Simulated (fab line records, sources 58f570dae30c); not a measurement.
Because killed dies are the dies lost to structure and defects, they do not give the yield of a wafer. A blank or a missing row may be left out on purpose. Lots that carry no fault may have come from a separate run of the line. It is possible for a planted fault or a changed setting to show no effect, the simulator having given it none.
The tool behind it: which one? + flow berkeley_cmos170 + 38 wafers from 14 lots sampled at 4 of the route's 331 steps

== WHAT THE GAUGES READ, wafer by wafer ==
UCB170_PSD_OVL_MEAS_07.
| lot  | measured     | on         | PSD_OVL (nm) |
|------|--------------|------------|--------------|
| L139 | day 6 10:36  | overlay-02 | -4 -1 6      |
| L142 | day 6 22:44  | overlay-01 | 0 6 9        |
| L141 | day 6 22:48  | overlay-02 | 7 5 9        |
| L140 | day 6 23:02  | overlay-01 | -2 -2 -5     |
| L143 | day 7 14:00  | overlay-02 | 3 -7 1       |
| L145 | day 8 01:47  | overlay-02 | 10 -3 5      |
| L146 | day 8 09:19  | overlay-01 | 7 7 11       |
| L151 | day 8 19:38  | overlay-02 | 1 1 1        |
| L150 | day 8 20:11  | overlay-02 | 1 -8 0       |
| L155 | day 10 00:57 | overlay-02 | 2 -1 5       |
| L154 | day 10 01:04 | overlay-01 | 7 9 2        |
| L157 | day 10 11:47 | overlay-01 | 5            |
| L160 | day 11 08:23 | overlay-02 | 6            |
| L162 | day 11 16:10 | overlay-01 | 9 -4 -2      |

UCB170_NSD_OVL_MEAS_07.
| lot  | measured     | on         | NSD_OVL (nm) |
|------|--------------|------------|--------------|
| L139 | day 6 13:16  | overlay-01 | 0 -2 11      |
| L142 | day 7 00:13  | overlay-01 | -2 -3 1      |
| L141 | day 7 00:28  | overlay-01 | 4 -1 4       |
| L140 | day 7 00:34  | overlay-02 | -6 -6 -3     |
| L143 | day 7 16:11  | overlay-02 | 2 -2 -6      |
| L145 | day 8 03:34  | overlay-01 | 1 2 -3       |
| L146 | day 8 10:56  | overlay-02 | 3 11 8       |
| L151 | day 8 21:38  | overlay-02 | 6 7 4        |
| L150 | day 8 22:12  | overlay-02 | -5 -6 -5     |
| L155 | day 10 02:49 | overlay-01 | 1 1 4        |
| L154 | day 10 03:00 | overlay-02 | 0 5 1        |
| L157 | day 10 13:16 | overlay-02 | 3            |
| L160 | day 11 10:08 | overlay-02 | -1           |
| L162 | day 11 20:13 | overlay-01 | -4 3 -6      |

UCB170_M1_CD_MEAS_90: target cd 700 nm.
| lot  | measured     | on        | cd_nm (nm)        |
|------|--------------|-----------|-------------------|
| L139 | day 7 00:29  | cd_sem-02 | 702.1 699.6 701.5 |
| L142 | day 7 08:50  | cd_sem-02 | 704.0 703.1 700.0 |
| L141 | day 7 09:17  | cd_sem-01 | 702.7 698.8 699.9 |
| L140 | day 7 10:23  | cd_sem-02 | 705.2 704.9 704.3 |
| L143 | day 8 01:26  | cd_sem-02 | 699.5 698.8 700.7 |
| L145 | day 8 12:02  | cd_sem-02 | 704.5 703.2 702.1 |
| L146 | day 8 19:41  | cd_sem-01 | 700.2 698.7 701.2 |
| L151 | day 9 08:16  | cd_sem-01 | 706.6 701.3 698.3 |
| L150 | day 9 08:26  | cd_sem-02 | 697.3 701.2 696.8 |
| L155 | day 10 11:45 | cd_sem-02 | 700.8 703.4 701.8 |
| L154 | day 10 12:43 | cd_sem-01 | 700.1 699.9 698.2 |
| L157 | day 11 01:26 | cd_sem-01 | 715.2             |
| L160 | day 11 20:16 | cd_sem-01 | 714.3             |
| L162 | day 12 06:12 | cd_sem-01 | 705.9 705.1 705.0 |

== EACH LOT AND THE TOOL THAT RAN IT (in order: tool; ch and the chambers of the sampled wafers; start) ==
| lot  | UCB170_M1_METAL_ETCH_12           |
|------|-----------------------------------|
| L139 | rie_metal-04 ch 0,1, day 7 00:14  |
| L142 | rie_metal-04 ch 0,1, day 7 08:35  |
| L141 | rie_metal-01 ch 1, day 7 08:58    |
| L140 | rie_metal-02 ch 1, day 7 10:10    |
| L143 | rie_metal-01 ch 1, day 8 01:11    |
| L145 | rie_metal-04 ch 0,1, day 8 11:49  |
| L146 | rie_metal-02 ch 0,1, day 8 19:26  |
| L151 | rie_metal-02 ch 0,1, day 9 08:02  |
| L150 | rie_metal-01 ch 0,1, day 9 08:12  |
| L155 | rie_metal-04 ch 0,1, day 10 11:29 |
| L154 | rie_metal-01 ch 0,1, day 10 12:29 |
| L157 | rie_metal-04 ch 1, day 11 01:11   |
| L160 | rie_metal-04 ch 1, day 11 20:02   |
| L162 | rie_metal-02 ch 0, day 12 05:57   |
- UCB170_M1_METAL_ETCH_12: etches Al in Cl2/BCl3, stops on PSG, target depth 780 nm, time 130 s.

== AS READ BY THE TOOLS THEMSELVES (means over the sampled wafers that have a number; for cases with no such wafer, the mark the record gives instead) ==
UCB170_M1_METAL_ETCH_12.
| lot  | tool         | drypump_motor_current_A (A) | oes_product_au (a.u.) | run_length_s (s) | throttle_valve_pct (%) |
|------|--------------|-----------------------------|-----------------------|------------------|------------------------|
| L139 | rie_metal-04 | 5.47                        | 0.863                 | 158.3            | 24.48                  |
| L142 | rie_metal-04 | 5.50                        | 0.864                 | 158.5            | 24.48                  |
| L141 | rie_metal-01 | 6.18                        | 0.834                 | 157.8            | 24.32                  |
| L140 | rie_metal-02 | 5.85                        | 0.860                 | 158.4            | 24.32                  |
| L143 | rie_metal-01 | 6.20                        | 0.839                 | 157.8            | 24.32                  |
| L145 | rie_metal-04 | 5.45                        | 0.865                 | 158.0            | 24.55                  |
| L146 | rie_metal-02 | 5.90                        | 0.851                 | 158.6            | 24.44                  |
| L151 | rie_metal-02 | 5.97                        | 0.845                 | 158.8            | 24.57                  |
| L150 | rie_metal-01 | 5.92                        | 0.845                 | 158.6            | 24.66                  |
| L155 | rie_metal-04 | 5.48                        | 0.866                 | 158.3            | 24.49                  |
| L154 | rie_metal-01 | 5.87                        | 0.828                 | 158.7            | 24.67                  |
| L157 | rie_metal-04 | 5.41                        | 1.002                 | 101.0            | 24.55                  |
| L160 | rie_metal-04 | 5.43                        | 0.983                 | 100.2            | 24.56                  |
| L162 | rie_metal-02 | 5.98                        | 0.853                 | 158.4            | 24.82                  |

== THE ANSWER, worked out from the rows above alone ==
Rule: usual is defined by the lots themselves. Put in order of their means at a reading, lots are off if they are a third of the lots or fewer, leave a main group of 4 or more, and stand apart from it by a gap of 3 or more times the standard deviation of the main group's means; of several such gaps the widest counts. A main group is skipped when, at the precision printed for the reading in the tables above, its means are all equal. A lot without any number at a reading at which 4 lots or more have one is off too. Any other lot the step has rows for is counted as sound. First the gauges in route order, then the tools' own readings, where a lot's mean is used as printed above. The first step at which some lot is off is used, and at that step the reading that is off furthest; a lot without a number counts as furthest.
Off: L157, L160, at UCB170_M1_CD_MEAS_90 (cd_nm). For the main group the mean is 701.6 nm and the standard deviation 2.1.
A tool fits if, at a process step before that reading, it ran every lot that is off, and no sound lot after the first of them. Not tried: the gauges at UCB170_M1_CD_MEAS_90; whatever is off there is also off at UCB170_M1_METAL_ETCH_12, on other tools, and gauge error can't account for it. One fits: rie_metal-04 at UCB170_M1_METAL_ETCH_12. Its last sound lot is L155 (day 10 11:29), its first lot that is off L157 (day 11 01:11): a fault that began between those two fits.
The tool's own readings at UCB170_M1_METAL_ETCH_12 bear it out: on the lots that are off they differ by more than 5 times the standard deviation of the sound lots' means. oes_product_au reads 0.992 a.u. there against 0.851 a.u. on the sound lots; run_length_s reads 100.6 s there against 158.3 s on the sound lots.

== WHAT HAD BEEN PUT IN BY THE SIMULATOR ==
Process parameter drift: rie_metal-04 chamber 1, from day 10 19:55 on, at UCB170_M1_METAL_ETCH_12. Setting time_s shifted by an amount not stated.
Shown lots that were struck: L157, L160. The same result came from the rule above.
